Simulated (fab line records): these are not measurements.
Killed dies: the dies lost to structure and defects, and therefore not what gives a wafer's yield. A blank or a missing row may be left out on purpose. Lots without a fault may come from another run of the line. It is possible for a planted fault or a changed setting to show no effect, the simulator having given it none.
Which of the tools did it? -- flow berkeley-cmos170 -- 42 wafers from 14 lots sampled at 4 of the route's 331 steps

## WHAT EACH GAUGE READ, for each wafer
UCB170_CONTACT_CD_MEAS_90: target cd 700 nm.
lot,measured,on,cd-nm (nm)
L172,day 8 11:42,cd-sem-02,701.9 703.8 702.1
L174,day 9 05:58,cd-sem-01,699.0 699.7 699.3
L175,day 9 05:46,cd-sem-01,700.2 700.8 699.9
L177,day 9 02:32,cd-sem-02,696.4 697.7 698.8
L179,day 9 20:01,cd-sem-02,700.9 700.5 702.1
L180,day 10 03:20,cd-sem-02,697.6 699.6 699.6
L181,day 10 02:02,cd-sem-01,700.4 699.8 696.5
L182,day 10 08:19,cd-sem-02,701.3 700.2 700.0
L188,day 12 00:35,cd-sem-02,701.2 700.1 700.0
L189,day 11 23:47,cd-sem-01,700.7 699.8 698.7
L191,day 12 16:42,cd-sem-02,701.6 702.2 701.5
L192,day 12 20:58,cd-sem-02,697.2 697.3 699.8
L193,day 12 17:23,cd-sem-02,700.5 697.7 700.8
L194,day 12 17:06,cd-sem-01,701.7 700.5 698.2

## TOOL THAT RAN EACH LOT (tool first, then ch and the chambers of the sampled wafers, then the start)
lot,UCB170_FIELD_WET_ETCH_04,UCB170_CONTACT_STRIP_06,UCB170_CONTACT_STRIP_19
L172,"wet-bench-02 ch 0, day 5 22:19","plasma-asher-03 ch 0,1, day 8 09:58","plasma-asher-03 ch 0,1, day 8 11:35"
L174,"wet-bench-02 ch 3, day 6 08:09","plasma-asher-01 ch 1, day 9 03:07","plasma-asher-01 ch 0,1, day 9 05:50"
L175,"wet-bench-02 ch 0, day 6 08:09","plasma-asher-04 ch 0,1, day 9 03:04","plasma-asher-03 ch 0,1, day 9 05:36"
L177,"wet-bench-02 ch 2, day 6 08:09","plasma-asher-04 ch 0,1, day 9 00:46","plasma-asher-04 ch 0,1, day 9 02:26"
L179,"wet-bench-04 ch 0, day 7 00:27","plasma-asher-04 ch 0,1, day 9 17:46","plasma-asher-03 ch 0,1, day 9 19:53"
L180,"wet-bench-02 ch 2, day 7 08:04","plasma-asher-03 ch 0,1, day 10 01:16","plasma-asher-04 ch 0,1, day 10 03:14"
L181,"wet-bench-02 ch 2, day 7 08:04","plasma-asher-03 ch 0,1, day 10 00:17","plasma-asher-04 ch 0,1, day 10 01:56"
L182,"wet-bench-02 ch 0, day 7 16:11","plasma-asher-04 ch 0, day 10 06:26","plasma-asher-01 ch 0,1, day 10 08:12"
L188,"wet-bench-02 ch 1, day 9 07:14","plasma-asher-01 ch 0,1, day 11 22:14","plasma-asher-04 ch 0,1, day 12 00:28"
L189,"wet-bench-02 ch 1, day 9 07:14","plasma-asher-03 ch 0,1, day 11 21:47","plasma-asher-04 ch 0,1, day 11 23:40"
L191,"wet-bench-02 ch 0, day 9 19:35","plasma-asher-04 ch 0,1, day 12 14:58","plasma-asher-01 ch 0,1, day 12 16:36"
L192,"wet-bench-02 ch 3, day 9 19:35","plasma-asher-01 ch 0,1, day 12 17:23","plasma-asher-01 ch 0,1, day 12 20:52"
L193,"wet-bench-02 ch 0, day 9 19:35","plasma-asher-04 ch 1, day 12 15:05","plasma-asher-01 ch 0, day 12 17:17"
L194,"wet-bench-01 ch 1, day 10 07:25","plasma-asher-03 ch 0, day 12 15:00","plasma-asher-01 ch 0,1, day 12 17:00"
- UCB170_FIELD_WET_ETCH_04: etches SiO2 in dHF, time 60 s.
- UCB170_CONTACT_STRIP_06: strips in O2.
- UCB170_CONTACT_STRIP_19: strips in O2.

## AS READ BY THE TOOLS THEMSELVES (means over the sampled wafers that have a number; for cases with no such wafer, the mark the record gives instead)
UCB170_FIELD_WET_ETCH_04.
lot,tool,bath-heat-duty-pct (%)
L172,wet-bench-02,5.0
L174,wet-bench-02,5.8
L175,wet-bench-02,5.4
L177,wet-bench-02,7.3
L179,wet-bench-04,5.6
L180,wet-bench-02,7.1
L181,wet-bench-02,7.5
L182,wet-bench-02,5.5
L188,wet-bench-02,6.2
L189,wet-bench-02,6.5
L191,wet-bench-02,4.8
L192,wet-bench-02,5.8
L193,wet-bench-02,5.4
L194,wet-bench-01,6.7

UCB170_CONTACT_STRIP_06.
lot,tool,drypump-motor-current-A (A),oes-product-au (a.u.),strip-time-to-endpoint-s (s)
L172,plasma-asher-03,5.97,0.735,22.01
L174,plasma-asher-01,5.73,0.733,21.94
L175,plasma-asher-04,6.15,0.735,21.87
L177,plasma-asher-04,6.09,0.730,21.95
L179,plasma-asher-04,6.13,0.732,21.97
L180,plasma-asher-03,5.81,0.734,21.96
L181,plasma-asher-03,5.96,0.731,21.97
L182,plasma-asher-04,6.18,0.733,21.91
L188,plasma-asher-01,6.14,0.736,21.94
L189,plasma-asher-03,5.79,0.732,21.95
L191,plasma-asher-04,6.09,0.731,21.94
L192,plasma-asher-01,6.12,0.730,22.07
L193,plasma-asher-04,6.09,0.733,22.03
L194,plasma-asher-03,6.15,0.733,21.92

UCB170_CONTACT_STRIP_19.
lot,tool,drypump-motor-current-A (A),oes-product-au (a.u.)
L172,plasma-asher-03,5.96,0.724
L174,plasma-asher-01,6.13,0.724
L175,plasma-asher-03,5.95,0.727
L177,plasma-asher-04,6.13,0.726
L179,plasma-asher-03,5.96,0.725
L180,plasma-asher-04,6.13,0.725
L181,plasma-asher-04,6.10,0.727
L182,plasma-asher-01,5.96,0.725
L188,plasma-asher-04,6.13,0.725
L189,plasma-asher-04,6.12,0.726
L191,plasma-asher-01,6.13,0.726
L192,plasma-asher-01,5.93,0.728
L193,plasma-asher-01,6.32,0.725
L194,plasma-asher-01,6.13,0.723

## THE ANSWER, worked out from the rows above alone
Rule: usual is defined by the lots themselves. The widest of any qualifying gaps counts: lots, ordered by their means at a reading, are off when they make up no more than a third of the lots, leave a main group of 4 or more, and stand apart from it by 3 or more times the standard deviation of that group's means. Not used: any main group whose means are identical at the precision the tables above print for the reading. A lot without any number at a reading at which 4 lots or more have one is off too. The other lots that the step has rows for count as sound. After the gauges, taken in route order, come the tools' own readings; for these a lot's mean is taken, as printed above. The first step at which some lot is off is used, and at that step the reading that is off furthest; a lot without a number counts as furthest.
Across all readings shown, no lot is off: no conclusion can be drawn from this.

## WHAT WAS PUT IN BY THE SIMULATOR
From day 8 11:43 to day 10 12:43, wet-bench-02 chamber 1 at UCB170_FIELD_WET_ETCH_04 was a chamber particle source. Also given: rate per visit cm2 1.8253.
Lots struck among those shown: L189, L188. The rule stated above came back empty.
